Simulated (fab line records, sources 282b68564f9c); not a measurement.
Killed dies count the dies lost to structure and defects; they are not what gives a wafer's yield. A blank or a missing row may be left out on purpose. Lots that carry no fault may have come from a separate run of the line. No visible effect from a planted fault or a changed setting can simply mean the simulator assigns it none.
Split-lot study + flow rit cmos + on a route of 202 steps: 5 lots, 23 wafers read

== THE SPLIT ITSELF ==
At RIT_NSD_IMPLANT_08, the setting dose cm2 was moved away from the recipe's 1e+15 on 5 of the 23 wafers read, by -4.4% to -2.3%. The other wafers ran this setting at the recipe's value.

== FROM THE SPLIT TO THE READING: what the file shows between them, 2 steps ==
- RIT_SDANNEAL_CLEAN_02: cleans in SC2, time 600 s (also split here: time s)
- RIT_SDANNEAL_RTA_03: time 5 s

== THE READING ==
NSD_RS, in ohm/sq, at RIT_SDANNEAL_RS_MEAS_05 (measures by four-point-probe). A value of 84.48 ohm/sq with a standard deviation of 0.26 ohm/sq is what fault-free wafers of this fab line usually give.

| wafer  | tool, chamber at the split | dose cm2 as run | against the recipe | NSD_RS, ohm/sq | against lot-mates on the recipe |
|--------|----------------------------|-----------------|--------------------|----------------|---------------------------------|
| L076.1 | implanter-01, 0            | 1e+15           | recipe             | 84.66          | -                               |
| L076.2 | implanter-01, 0            | 1e+15           | recipe             | 84.42          | -                               |
| L076.3 | implanter-01, 0            | 1e+15           | recipe             | 84.74          | -                               |
| L076.4 | implanter-01, 0            | 1e+15           | recipe             | 84.26          | -                               |
| L076.6 | implanter-01, 0            | 1e+15           | recipe             | 84.49          | -                               |
| L078.3 | implanter-01, 0            | 1e+15           | recipe             | 84.66          | -                               |
| L078.5 | implanter-01, 0            | 1e+15           | recipe             | 84.60          | -                               |
| L078.6 | implanter-01, 0            | 1e+15           | recipe             | 84.80          | -                               |
| L081.1 | implanter-01, 0            | 1e+15           | recipe             | 84.46          | -                               |
| L081.3 | implanter-01, 0            | 1e+15           | recipe             | 84.83          | -                               |
| L081.4 | implanter-01, 0            | 1e+15           | recipe             | 84.73          | -                               |
| L081.5 | implanter-01, 0            | 1e+15           | recipe             | 84.59          | -                               |
| L081.6 | implanter-01, 0            | 1e+15           | recipe             | 84.65          | -                               |
| L083.2 | implanter-02, 0            | 1e+15           | recipe             | 84.13          | -                               |
| L083.3 | implanter-02, 0            | 9.773e+14       | -2.3%              | 85.63          | +1.38                           |
| L083.4 | implanter-02, 0            | 9.773e+14       | -2.3%              | 85.59          | +1.34                           |
| L083.5 | implanter-02, 0            | 9.773e+14       | -2.3%              | 85.74          | +1.49                           |
| L083.6 | implanter-02, 0            | 1e+15           | recipe             | 84.36          | -                               |
| L084.1 | implanter-01, 0            | 1e+15           | recipe             | 84.36          | -                               |
| L084.3 | implanter-01, 0            | 9.556e+14       | -4.4%              | 87.71          | +3.26                           |
| L084.4 | implanter-01, 0            | 9.556e+14       | -4.4%              | 87.50          | +3.05                           |
| L084.5 | implanter-01, 0            | 1e+15           | recipe             | 84.41          | -                               |
| L084.6 | implanter-01, 0            | 1e+15           | recipe             | 84.59          | -                               |

THE FIT
A straight line over all 23 wafers: NSD_RS changes by -0.641 ohm/sq for each +1% of dose cm2; r = -0.97; the points scatter about the line by 0.23 ohm/sq.
The same after taking each lot's own level away (the mean of its wafers on the recipe; 23 wafers): -0.688 ohm/sq for each +1%; r = -0.99; scatter 0.14 ohm/sq.
That fit puts the effect of the largest move of dose cm2 on the reading at 3.1 ohm/sq.
Across the lots, their own levels run from 84.245 to 84.687 ohm/sq, a range of 1.7 times the standard deviation given above.
Hence the lot-to-lot level has little effect on the slope; both slopes agree.
Check: for one of the wafers moved furthest among these (-4.4%), held out of the fit, the line's prediction against its lot-mates is +2.92 ohm/sq. Against them it came out at +3.26 ohm/sq.

== OTHER SPLITS ON THESE WAFERS ==
These wafers also went through other splits before the reading. Each is held against what the fit with the lots' levels taken away leaves over:
| other split on the same wafers   | wafers away from the commonest value | r with NSD_RS (lot level and that fit taken away) |
|----------------------------------|--------------------------------------|---------------------------------------------------|
| RIT_ACTIVE_CVD_03 pressure mtorr | 15                                   | -0.03                                             |
| RIT_ACTIVE_EXPOSE_08 dose mj     | 8                                    | -0.06                                             |
| RIT_ACTIVE_CLEAN_15 time s       | 18                                   | -0.08                                             |
| RIT_GATE_CVD_08 pressure mtorr   | 18                                   | +0.20                                             |
| RIT_GATE_COAT_11 spin rpm        | 4                                    | +0.55                                             |
| RIT_NLDD_IMPLANT_08 energy kev   | 8                                    | -0.01                                             |
| RIT_SDANNEAL_CLEAN_02 time s     | 15                                   | -0.17                                             |

== THE FILE'S OWN FIT ==
NSD_RS changes by -0.691 ohm/sq for each +1% of dose cm2, r = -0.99.
